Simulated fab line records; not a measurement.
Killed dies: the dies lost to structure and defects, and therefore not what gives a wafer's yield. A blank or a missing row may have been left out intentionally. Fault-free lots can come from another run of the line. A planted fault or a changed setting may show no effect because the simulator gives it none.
fab line records	flow berkeley_cmos170	part 1 of 2: steps 1 to 38 of 44
record lots=6	wafers=18	last_day=13
route steps=331 shown M2@282 V2@292 M3@309
lots that met no fault: taken from a fault-free run of the same line
start_h: hours from the record's opening day to when the first of the lot's shown wafers began	wait_h: hours from the lot's prior step to this one	" same as the row above	L1.1+2: several wafers, shown together as one row	- no value, or no start was given	* or withheld: withheld	< > ~ a bound
route shown NAME@n: a module of which the file shows steps, and the number in the route of the first	usual: mean/standard deviation taken from wafers without a fault	same: alike in all rows	chamber/n: place in a boat	sites: each site's reading	_std_site: their standard deviation	_edge_site: inner sites' mean taken away from outer sites' mean	radius_mm: for every site, how far away it sits from the centre of the wafer	mask NAME#n: copy n	behind: the last tool/chamber to shape the wafer	hold: the reason the lot was held/the length of the hold in hours/how it ended	device: which transistor (n, p or np) failed to switch	end of line: at the end of the route, the tests of the same wafers	for a step that has no rows: nothing shown but its recipe	killed: not the wafer's yield, but the dies lost to structure and defects at the first sort	map: a wafer's dies, marking killed ones x, the rest . and places with no die _
set.NAME: setting as actually run; set.NAME@STEP: the setting as run at that earlier step	model.NAME: the simulator's own value behind a step, which no gauge read
lots at selected steps of the route; one table per step, one row per wafer
services: from which hour (start_h, from the record's first day; less than 0 if before it) a tool's chamber was out of use, for how many hours, and why
## steps
# step UCB170_M2_SOFTBAKE_11
# recipe resist=KrF	temp_c=130	time_s=60
# step UCB170_M2_EXPOSE_12
# recipe mask_id=METAL2	target_cd_nm=700	na=0.5	sigma_outer=0.6	source_shape=conventional	dose_mj=26
# step UCB170_M2_PEB_13
# recipe peb_temp_c=130	peb_time_s=withheld	resist=KrF
# step UCB170_M2_DEVELOP_14
# recipe developer=TMAH	develop_time_s=45	resist=KrF	dev_temp_c=21
# step UCB170_M2_CD_MEAS_15
# recipe target_cd_nm=700
# usual cd_nm=700.0/1.6
lot.wafer	tool	chamber	start_h	wait_h	cd_nm
L191.1	cd_sem-02	-	194.58	-	698.8
L191.2	"	-	"	"	699.9
L191.6	"	-	"	"	699.8
L201.3	cd_sem-01	-	251.61	-	700.1
L201.4	"	-	"	"	701.5
L201.5	"	-	"	"	700.1
L204.1	cd_sem-02	-	270.75	-	699.1
L204.5	"	-	"	"	700.5
L204.6	"	-	"	"	698.9
L206.2	cd_sem-01	-	272.59	-	701.6
L206.3	"	-	"	"	699.9
L206.4	"	-	"	"	700.4
L207.2	cd_sem-01	-	287.03	-	702.3
L207.4	"	-	"	"	701.5
L207.5	"	-	"	"	701.6
L210.2	cd_sem-02	-	296.34	-	697.5
L210.5	"	-	"	"	698.2
L210.6	"	-	"	"	697.2
# step UCB170_M2_OVL_MEAS_16
# usual M2_OVL=-2/5.4
lot.wafer	tool	chamber	start_h	wait_h	M2_OVL[nm]
L191.1	overlay-02	-	194.70	0.1	-8
L191.2	"	-	"	"	-2
L191.6	"	-	"	"	-1
L201.3	overlay-02	-	251.70	0.1	-2
L201.4	"	-	"	"	-11
L201.5	"	-	"	"	-3
L204.1	overlay-02	-	270.87	0.1	-6
L204.5	"	-	"	"	-5
L204.6	"	-	"	"	-2
L206.2	overlay-02	-	272.70	0.1	0
L206.3	"	-	"	"	4
L206.4	"	-	"	"	-1
L207.2	overlay-01	-	287.14	0.1	8
L207.4	"	-	"	"	10
L207.5	"	-	"	"	4
L210.2	overlay-01	-	296.44	0.1	-17
L210.5	"	-	"	"	-6
L210.6	"	-	"	"	-10
# step UCB170_M2_ETCH_17
# recipe chemistry=N2/H2	target_depth_a=withheld	overetch_a=withheld	target=BARC	time_s=withheld	source_w=500	bias_w=100	pressure_mtorr=30	n2_flow_sccm=100	h2_flow_sccm=200
# usual drypump_motor_current_A=5.81/0.3	oes_product_au=1.015/0.018	throttle_valve_pct=13.35/0.21
lot.wafer	tool	chamber	start_h	wait_h	drypump_motor_current_A	oes_product_au	throttle_valve_pct
L191.1	rie_diel-04	0	194.74	0.0	5.66	1.014	13.29
L191.2	"	3	"	"	5.57	1.034	13.71
L191.6	"	2	"	"	6.38	0.998	13.16
L201.3	rie_diel-03	0	251.73	0.0	5.72	1.030	13.28
L201.4	"	1	"	"	5.78	1.018	13.46
L201.5	"	3	"	"	5.33	1.028	13.18
L204.1	rie_diel-03	0	270.90	0.0	5.75	1.018	13.27
L204.5	"	0	"	"	5.75	1.013	13.27
L204.6	"	3	"	"	5.34	1.029	13.17
L206.2	rie_diel-02	2	272.73	0.0	5.79	0.999	13.02
L206.3	"	1	"	"	5.46	1.034	13.46
L206.4	"	0	"	"	6.06	1.039	13.68
L207.2	rie_diel-03	0	287.17	0.0	5.75	1.024	13.27
L207.4	"	3	"	"	5.36	1.028	13.19
L207.5	"	1	"	"	5.73	1.018	13.44
L210.2	rie_diel-02	1	296.47	0.0	5.47	1.042	13.45
L210.5	"	0	"	"	6.11	1.050	13.66
L210.6	"	3	"	"	6.22	1.010	13.51
# step UCB170_M2_METAL_ETCH_18
# recipe chemistry=Cl2/BCl3	target=Al	stop_on=SiO2	pressure_mtorr=12	target_depth_a=11700	over_etch_frac=0.3	time_s=201	icp_w=600	bias_w=120	Cl2_flow_sccm=90	bcl3_flow_sccm=45
# usual bcl3_flow_sccm=45.02/0.14	drypump_motor_current_A=5.9/0.61	he_backside_leak_sccm=3.35/0.18	mfc_cl2_sccm=90.00/0.26	oes_product_au=0.837/0.017	throttle_valve_pct=24.45/0.054
# same time_s=201
lot.wafer	tool	chamber	start_h	wait_h	bcl3_flow_sccm	drypump_motor_current_A	he_backside_leak_sccm	mfc_cl2_sccm	oes_product_au	rf_hours_counter_h	throttle_valve_pct
L191.1	rie_metal-02	0	194.78	-	45.10	6.2	3.36	90.26	0.863	9	24.42
L191.2	"	1	"	"	44.98	6.5	3.34	90.43	0.835	7	24.38
L191.6	"	0	"	"	45.16	6.2	3.40	90.27	0.846	-	24.44
L201.3	rie_metal-04	1	251.83	-	44.96	5.5	3.16	89.92	0.804	-	24.41
L201.4	"	0	"	"	44.75	5.4	3.30	89.93	0.857	-	24.49
L201.5	"	1	"	"	45.02	5.5	3.54	90.44	0.808	-	24.40
L204.1	rie_metal-03	0	270.94	-	44.80	4.9	3.22	90.15	0.823	9	24.46
L204.5	"	0	"	"	44.94	4.9	3.21	90.02	0.834	-	24.47
L204.6	"	1	"	"	45.04	6.5	3.53	89.92	0.826	-	24.54
L206.2	rie_metal-02	1	272.77	-	45.28	6.5	3.42	90.16	0.838	10	24.39
L206.3	"	0	"	"	44.88	6.2	3.49	90.29	0.857	-	24.42
L206.4	"	1	"	"	45.11	6.6	3.27	90.12	0.836	-	24.39
L207.2	rie_metal-03	0	287.21	-	44.79	4.9	3.26	89.64	0.826	9	24.48
L207.4	"	1	"	"	45.12	6.5	3.35	90.14	0.828	-	24.55
L207.5	"	0	"	"	45.11	4.9	3.25	89.77	0.839	-	24.47
L210.2	rie_metal-03	0	296.51	-	44.77	5.0	3.13	90.04	0.846	10	24.47
L210.5	"	1	"	"	45.16	6.6	3.65	89.74	0.827	-	24.56
L210.6	"	0	"	"	44.99	5.0	3.20	90.22	0.838	-	24.48
# step UCB170_M2_STRIP_19
# recipe chemistry=O2	power_w=400	pressure_mtorr=3500	platen_temp_c=withheld	o2_flow_sccm=400	overash_fraction=0.5
# usual drypump_motor_current_A=5.57/0.26	o2_flow_sccm=400.2/2.3	oes_product_au=0.529/0.016
lot.wafer	tool	chamber	start_h	wait_h	drypump_motor_current_A	o2_flow_sccm	oes_product_au	rf_hours_counter_h
L191.1	plasma_asher-04	1	194.97	0.1	5.84	399.3	0.520	49
L191.2	"	0	"	"	5.20	401.0	0.529	49
L191.6	"	1	"	"	5.85	399.9	0.513	-
L201.3	plasma_asher-03	1	251.99	0.1	5.77	398.6	0.522	-
L201.4	"	0	"	"	5.68	401.6	0.541	-
L201.5	"	1	"	"	5.79	399.1	0.539	-
L204.1	plasma_asher-02	0	271.13	0.1	5.59	399.3	0.523	47
L204.5	"	1	"	"	5.27	400.2	0.529	-
L204.6	"	0	"	"	5.59	399.5	0.558	-
L206.2	plasma_asher-03	1	272.96	0.1	5.78	400.4	0.512	17
L206.3	"	1	"	"	5.77	401.0	0.497	-
L206.4	"	0	"	"	5.70	400.3	0.522	-
L207.2	plasma_asher-03	0	287.40	0.1	5.70	397.4	0.526	18
L207.4	"	0	"	"	5.70	399.1	0.544	-
L207.5	"	0	"	"	5.71	399.8	0.517	-
L210.2	plasma_asher-04	0	296.70	0.1	5.19	400.4	0.534	59
L210.5	"	1	"	"	5.84	400.6	0.562	-
L210.6	"	0	"	"	5.23	400.8	0.527	-
# step UCB170_M2_CD_MEAS_90
# recipe target_cd_nm=700
# usual cd_nm=700/4
lot.wafer	tool	chamber	start_h	wait_h	cd_nm
L191.1	cd_sem-02	-	195.07	0.1	701
L191.2	"	-	"	"	699
L191.6	"	-	"	"	704
L201.3	cd_sem-02	-	252.09	0.1	694
L201.4	"	-	"	"	695
L201.5	"	-	"	"	696
L204.1	cd_sem-02	-	271.23	0.1	692
L204.5	"	-	"	"	696
L204.6	"	-	"	"	696
L206.2	cd_sem-02	-	273.08	0.1	703
L206.3	"	-	"	"	705
L206.4	"	-	"	"	703
L207.2	cd_sem-01	-	287.52	0.1	698
L207.4	"	-	"	"	699
L207.5	"	-	"	"	697
L210.2	cd_sem-01	-	296.82	0.1	692
L210.5	"	-	"	"	691
L210.6	"	-	"	"	690
# step UCB170_V2_CVD_00
# recipe material=SiO2	target_thk_nm=2000	temp_c=390	precursor=TEOS/O2	time_s=250	rf_w=550	pressure_mtorr=9000
# usual heater_power_w=277/53
# same time_s=250
lot.wafer	tool	chamber	start_h	wait_h	heater_power_w	since_wet_clean_h
L191.1	pecvd-02	2	195.19	0.1	282	274
L191.2	"	0	"	"	350	274
L191.6	"	0	"	"	256	-
L201.3	pecvd-02	0	252.17	0.1	268	331
L201.4	"	0	"	"	332	-
L201.5	"	1	"	"	235	-
L204.1	pecvd-02	1	271.35	0.1	285	350
L204.5	"	0	"	"	253	-
L204.6	"	2	"	"	296	-
L206.2	pecvd-03	2	273.18	0.1	267	245
L206.3	"	0	"	"	309	245
L206.4	"	2	"	"	314	-
L207.2	pecvd-04	1	287.62	0.1	274	31
L207.4	"	1	"	"	187	-
L207.5	"	0	"	"	393	-
L210.2	pecvd-02	2	296.92	0.1	236	375
L210.5	"	0	"	"	331	-
L210.6	"	2	"	"	290	-
# step UCB170_V2_THK_MEAS_01
# recipe reads=SiO2_of_V2_CVD_00
# usual V2_TEOS_THK=2002/25
lot.wafer	tool	chamber	start_h	wait_h	V2_TEOS_THK[nm]
L191.1	film_metro-04	-	195.34	0.1	1952
L191.2	"	-	"	"	1980
L191.6	"	-	"	"	1998
L201.3	film_metro-02	-	252.35	0.1	1950
L201.4	"	-	"	"	1986
L201.5	"	-	"	"	2002
L204.1	film_metro-04	-	271.51	0.1	1987
L204.5	"	-	"	"	2000
L204.6	"	-	"	"	1996
L206.2	film_metro-04	-	273.34	0.1	2004
L206.3	"	-	"	"	2006
L206.4	"	-	"	"	2006
L207.2	film_metro-03	-	287.79	0.1	1994
L207.4	"	-	"	"	2046
L207.5	"	-	"	"	1996
L210.2	film_metro-04	-	297.09	0.1	1977
L210.5	"	-	"	"	2013
L210.6	"	-	"	"	2005
# step UCB170_V2_CMP_02
# recipe material=SiO2	down_force_psi=6	platen_rpm=60	pad_velocity_m_s=0.75398
# usual motor_current_A=16.5/1.4	slurry_filter_dp_kPa=13.49/0.14
lot.wafer	tool	chamber	start_h	wait_h	motor_current_A	slurry_filter_dp_kPa	model.SiO2_of_V2_CVD_00.thk_nm
L191.2	cmp-02	1	195.40	0.0	15.3	13.61	999.6
L191.1	"	2	"	"	18.3	13.43	1001
L191.6	"	1	"	"	15.7	13.52	999.6
L201.3	cmp-02	3	252.39	0.0	18.3	13.52	922.8
L201.4	"	2	"	"	19.2	13.64	924.6
L201.5	"	0	"	"	19.3	13.48	924.7
L204.1	cmp-02	2	271.57	0.1	20.0	13.62	924.5
L204.5	"	2	"	"	18.2	13.57	923.4
L204.6	"	3	"	"	17.2	13.51	922.8
L206.2	cmp-01	0	273.39	0.0	15.2	13.41	999.8
L206.3	"	1	"	"	15.2	13.63	1002
L206.4	"	3	"	"	16.4	13.77	1001
L207.2	cmp-01	0	287.89	0.1	15.1	13.48	999.6
L207.4	"	1	"	"	15.7	13.78	1002
L207.5	"	3	"	"	15.9	13.44	999.3
L210.2	cmp-01	1	297.29	0.2	15.7	13.40	1001
L210.6	"	2	"	"	16.9	13.26	1001
L210.5	"	3	"	"	15.6	13.66	999.1
# step UCB170_V2_BOW_MEAS_03
# recipe mode=bow
# usual V2_BOW=36/7.2
lot.wafer	tool	chamber	start_h	wait_h	V2_BOW[um]
L191.1	film_metro-04	-	195.70	0.2	31
L191.2	"	-	"	"	35
L191.6	"	-	"	"	31
L201.3	film_metro-02	-	252.73	0.3	25
L201.4	"	-	"	"	34
L201.5	"	-	"	"	12
L204.1	film_metro-04	-	271.87	0.2	37
L204.5	"	-	"	"	40
L204.6	"	-	"	"	24
L206.2	film_metro-04	-	273.71	0.3	39
L206.3	"	-	"	"	40
L206.4	"	-	"	"	34
L207.2	film_metro-04	-	288.16	0.2	43
L207.4	"	-	"	"	47
L207.5	"	-	"	"	41
L210.2	film_metro-04	-	297.46	0.1	43
L210.5	"	-	"	"	46
L210.6	"	-	"	"	45
# step UCB170_V2_THK_MEAS_04
# recipe reads=SiO2_of_V2_CVD_00
# usual V2_POLISHED_THK=1000.0/1.2
lot.wafer	tool	chamber	start_h	wait_h	V2_POLISHED_THK[nm]
L191.1	film_metro-04	-	195.82	0.1	1000.6
L191.2	"	-	"	"	1000.3
L191.6	"	-	"	"	999.3
L201.3	film_metro-02	-	252.83	0.1	922.9
L201.4	"	-	"	"	924.9
L201.5	"	-	"	"	924.6
L204.1	film_metro-04	-	271.99	0.1	924.0
L204.5	"	-	"	"	923.8
L204.6	"	-	"	"	923.2
L206.2	film_metro-04	-	273.82	0.1	1000.2
L206.3	"	-	"	"	1002.1
L206.4	"	-	"	"	1000.9
L207.2	film_metro-04	-	288.27	0.1	1000.0
L207.4	"	-	"	"	1002.6
L207.5	"	-	"	"	999.6
L210.2	film_metro-04	-	297.57	0.1	1002.5
L210.5	"	-	"	"	998.8
L210.6	"	-	"	"	1001.2
# step UCB170_V2_CLEAN_05
# recipe chemistry=DIW
# step UCB170_V2_HMDS_06
# recipe prime_time_s=60	prime_temp_c=100
# step UCB170_V2_COAT_07
# recipe resist=KrF	spin_rpm=1500	resist_thk_nm=900
# step UCB170_V2_SOFTBAKE_08
# recipe resist=KrF	temp_c=130	time_s=60
# step UCB170_V2_EXPOSE_09
# recipe mask_id=VIA2	target_cd_nm=700	na=0.5	sigma_outer=0.6	source_shape=conventional	dose_mj=37
# step UCB170_V2_PEB_10
# recipe peb_temp_c=130	peb_time_s=withheld	resist=KrF
# step UCB170_V2_DEVELOP_11
# recipe developer=TMAH	develop_time_s=45	resist=KrF	dev_temp_c=21
# step UCB170_V2_CD_MEAS_12
# recipe target_cd_nm=700
# usual cd_nm=700.8/1.5
lot.wafer	tool	chamber	start_h	wait_h	cd_nm
L191.1	cd_sem-02	-	197.36	-	700.7
L191.2	"	-	"	"	700.9
L191.6	"	-	"	"	700.7
L201.3	cd_sem-01	-	254.16	-	698.8
L201.4	"	-	"	"	699.6
L201.5	"	-	"	"	698.6
L204.1	cd_sem-01	-	273.30	-	701.1
L204.5	"	-	"	"	701.0
L204.6	"	-	"	"	699.8
L206.2	cd_sem-02	-	275.50	-	701.5
L206.3	"	-	"	"	701.9
L206.4	"	-	"	"	701.7
L207.2	cd_sem-02	-	289.48	-	699.3
L207.4	"	-	"	"	699.2
L207.5	"	-	"	"	698.7
L210.2	cd_sem-01	-	298.65	-	698.2
L210.5	"	-	"	"	698.0
L210.6	"	-	"	"	698.7
# step UCB170_V2_OVL_MEAS_13
# usual V2_OVL=4/6.5
lot.wafer	tool	chamber	start_h	wait_h	V2_OVL[nm]
L191.1	overlay-01	-	197.48	0.1	4
L191.2	"	-	"	"	3
L191.6	"	-	"	"	8
L201.3	overlay-01	-	254.25	0.1	12
L201.4	"	-	"	"	16
L201.5	"	-	"	"	13
L204.1	overlay-01	-	273.42	0.1	8
L204.5	"	-	"	"	7
L204.6	"	-	"	"	10
L206.2	overlay-01	-	275.60	0.1	13
L206.3	"	-	"	"	9
L206.4	"	-	"	"	14
L207.2	overlay-02	-	289.58	0.1	5
L207.4	"	-	"	"	0
L207.5	"	-	"	"	-3
L210.2	overlay-01	-	298.76	0.1	6
L210.5	"	-	"	"	10
L210.6	"	-	"	"	4
# step UCB170_V2_ETCH_14
# recipe chemistry=CHF3/CF4/Ar	target=SiO2	stop_on=Al	CHF3_flow_sccm=45	cf4_flow_sccm=15	Ar_flow_sccm=150	pressure_mtorr=200	rf_w=700	target_depth_a=12500	over_etch_frac=0.25	time_s=291
# usual drypump_motor_current_A=5.8/0.36	oes_product_au=0.882/0.015	throttle_valve_pct=6.98/0.12
# same time_s=291
lot.wafer	tool	chamber	start_h	wait_h	drypump_motor_current_A	oes_product_au	rf_hours_counter_h	throttle_valve_pct	model.V2.feature_depth_nm	model.etch.depth_nm
L191.1	rie_diel-02	2	197.51	0.0	5.8	0.880	117	6.81	1001	1001
L191.2	"	1	"	"	5.5	0.895	84	7.08	999.6	999.6
L191.6	"	0	"	"	6.0	0.890	-	7.25	999.9	999.6
L201.3	rie_diel-03	3	254.27	0.0	5.4	0.834	18	6.91	923.1	922.8
L201.4	"	0	"	"	5.7	0.835	56	6.92	924.8	924.6
L201.5	"	1	"	"	5.8	0.861	-	7.04	924.7	924.7
L204.1	rie_diel-02	0	273.45	0.0	6.1	0.853	6	7.22	924.8	924.5
L204.5	"	1	"	"	5.5	0.862	-	7.06	923.4	923.4
L204.6	"	2	"	"	5.8	0.843	-	6.82	923	922.8
L206.2	rie_diel-03	0	275.63	0.0	5.7	0.868	58	6.90	1000	999.8
L206.3	"	3	"	"	5.4	0.879	20	6.93	1002	1002
L206.4	"	3	"	"	5.3	0.871	-	6.91	1001	1001
L207.2	rie_diel-01	0	289.61	0.0	6.6	0.903	5	6.92	1000	999.6
L207.4	"	3	"	"	5.4	0.881	35	6.93	1002	1002
L207.5	"	1	"	"	6.2	0.872	-	6.82	999.3	999.3
L210.2	rie_diel-03	1	298.79	0.0	5.7	0.884	115	7.03	1001	1001
L210.5	"	3	"	"	5.3	0.878	-	6.92	999.4	999.1
L210.6	"	0	"	"	5.7	0.880	-	6.91	1001	1001
# step UCB170_V2_STRIP_15
# recipe chemistry=O2	power_w=400	pressure_mtorr=3500	platen_temp_c=withheld	o2_flow_sccm=400	overash_fraction=0.5
# step UCB170_V2_CD_MEAS_90
# recipe target_cd_nm=700
# usual cd_nm=700.6/1.6
lot.wafer	tool	chamber	start_h	wait_h	cd_nm
L191.1	cd_sem-02	-	197.79	0.1	699.5
L191.2	"	-	"	"	700.2
L191.6	"	-	"	"	699.3
L201.3	cd_sem-01	-	254.59	0.1	699.4
L201.4	"	-	"	"	699.7
L201.5	"	-	"	"	697.0
L204.1	cd_sem-02	-	273.73	0.1	699.4
L204.5	"	-	"	"	700.8
L204.6	"	-	"	"	699.4
L206.2	cd_sem-01	-	275.93	0.1	702.0
L206.3	"	-	"	"	702.1
L206.4	"	-	"	"	702.3
L207.2	cd_sem-01	-	289.91	0.1	699.9
L207.4	"	-	"	"	699.4
L207.5	"	-	"	"	698.2
L210.2	cd_sem-01	-	299.09	0.1	697.7
L210.5	"	-	"	"	699.0
L210.6	"	-	"	"	699.5
# step UCB170_M3_PRE_CLEAN_00
# recipe gas=Ar	preclean_etch_time_s=60
# step UCB170_M3_SPUTTER_01
# recipe material=Al	target_thk_nm=900	time_s=120	power_w=6000	chamber_pressure_pa=0.5
# usual throttle_valve_pct=29.9/1.2
# same time_s=120
lot.wafer	tool	chamber	start_h	wait_h	throttle_valve_pct
L191.1	pvd_sputter-03	-	197.98	0.0	30.8
L191.2	"	-	"	"	32.0
L191.6	"	-	"	"	30.5
L201.3	pvd_sputter-01	-	254.74	0.0	29.3
L201.4	"	-	"	"	28.2
L201.5	"	-	"	"	29.4
L204.1	pvd_sputter-01	-	273.92	0.0	29.7
L204.5	"	-	"	"	28.0
L204.6	"	-	"	"	29.3
L206.2	pvd_sputter-04	-	276.10	0.0	29.9
L206.3	"	-	"	"	31.0
L206.4	"	-	"	"	30.5
L207.2	pvd_sputter-01	-	290.08	0.0	29.4
L207.4	"	-	"	"	27.9
L207.5	"	-	"	"	29.0
L210.2	pvd_sputter-04	-	299.25	0.0	30.2
L210.5	"	-	"	"	30.4
L210.6	"	-	"	"	30.8
# step UCB170_M3_RS_MEAS_02
# recipe thk_meas_gauge=four-point-probe	reads=Al_of_M3_SPUTTER_01
# usual M3_AL_RS=0.0322/0.00042
lot.wafer	tool	chamber	start_h	wait_h	M3_AL_RS[ohm/sq]
L191.1	film_metro-01	-	198.06	0.0	0.0321
L191.2	"	-	"	"	0.0318
L191.6	"	-	"	"	0.0320
L201.3	film_metro-01	-	254.86	0.1	0.0326
L201.4	"	-	"	"	0.0320
L201.5	"	-	"	"	0.0325
L204.1	film_metro-02	-	274.00	0.0	0.0325
L204.5	"	-	"	"	0.0318
L204.6	"	-	"	"	0.0323
L206.2	film_metro-02	-	276.20	0.1	0.0325
L206.3	"	-	"	"	0.0324
L206.4	"	-	"	"	0.0318
L207.2	film_metro-03	-	290.18	0.1	0.0318
L207.4	"	-	"	"	0.0312
L207.5	"	-	"	"	0.0313
L210.2	film_metro-01	-	299.36	0.1	0.0322
L210.5	"	-	"	"	0.0324
L210.6	"	-	"	"	0.0321
# step UCB170_M3_THK_MEAS_03
# recipe thk_meas_gauge=xrf	reads=Al_of_M3_SPUTTER_01
# usual M3_AL_THK=893/13
lot.wafer	tool	chamber	start_h	wait_h	M3_AL_THK[nm]
L191.1	film_metro-01	-	198.18	0.1	893
L191.2	"	-	"	"	902
L191.6	"	-	"	"	896
L201.3	film_metro-01	-	254.96	0.1	886
L201.4	"	-	"	"	897
L201.5	"	-	"	"	885
L204.1	film_metro-02	-	274.12	0.1	879
L204.5	"	-	"	"	895
L204.6	"	-	"	"	884
L206.2	film_metro-02	-	276.31	0.1	877
L206.3	"	-	"	"	875
L206.4	"	-	"	"	895
L207.2	film_metro-03	-	290.29	0.1	911
L207.4	"	-	"	"	927
L207.5	"	-	"	"	925
L210.2	film_metro-01	-	299.47	0.1	894
L210.5	"	-	"	"	885
L210.6	"	-	"	"	895
# step UCB170_M3_HMDS_04
# recipe prime_time_s=60	prime_temp_c=100
# step UCB170_M3_COAT_05
# recipe resist=KrF	spin_rpm=1500	resist_thk_nm=900
# step UCB170_M3_SOFTBAKE_06
# recipe resist=KrF	temp_c=130	time_s=60
# step UCB170_M3_STRIP_07
# recipe chemistry=O2	power_w=400	pressure_mtorr=3500	platen_temp_c=withheld	o2_flow_sccm=400	overash_fraction=0.5
# step UCB170_M3_STRIP_08
# recipe chemistry=DMSO	temp_c=80	time_s=600	material=KrF
# step UCB170_M3_COAT_09
# recipe resist=BARC	temp_c=withheld	time_s=withheld	spin_rpm=3000	resist_thk_nm=withheld
# step UCB170_M3_COAT_10
# recipe resist=KrF	spin_rpm=1534	resist_thk_nm=900
## key
first_sign step=UCB170_V2_THK_MEAS_04	reading=V2_POLISHED_THK	direction=down	sigmas=63	usual=1000.0	struck=923.9
effect none on later readings
model_effect step=UCB170_V2_CMP_02	value=SiO2_of_V2_CVD_00.thk_nm	without=998.8	struck=923.8
model_effect step=UCB170_V2_ETCH_14	value=V2.feature_depth_nm	without=999	struck=924
model_effect step=UCB170_M3_METAL_ETCH_18	value=SiO2_of_V2_CVD_00.thk_nm	without=935.7	struck=860.7
met_at UCB170_V2_CMP_02
struck_wafers L201.3,L201.4,L201.5,L204.1,L204.5,L204.6
onset_between 195.40 252.39
fault kind=process_parameter_drift	tool=cmp-02	chamber=-	onset_h=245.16	steps=UCB170_V2_CMP_02	channel=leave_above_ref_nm	offset=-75	shape=step	end_h=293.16	acts_in=these_recipes_only	stated=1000
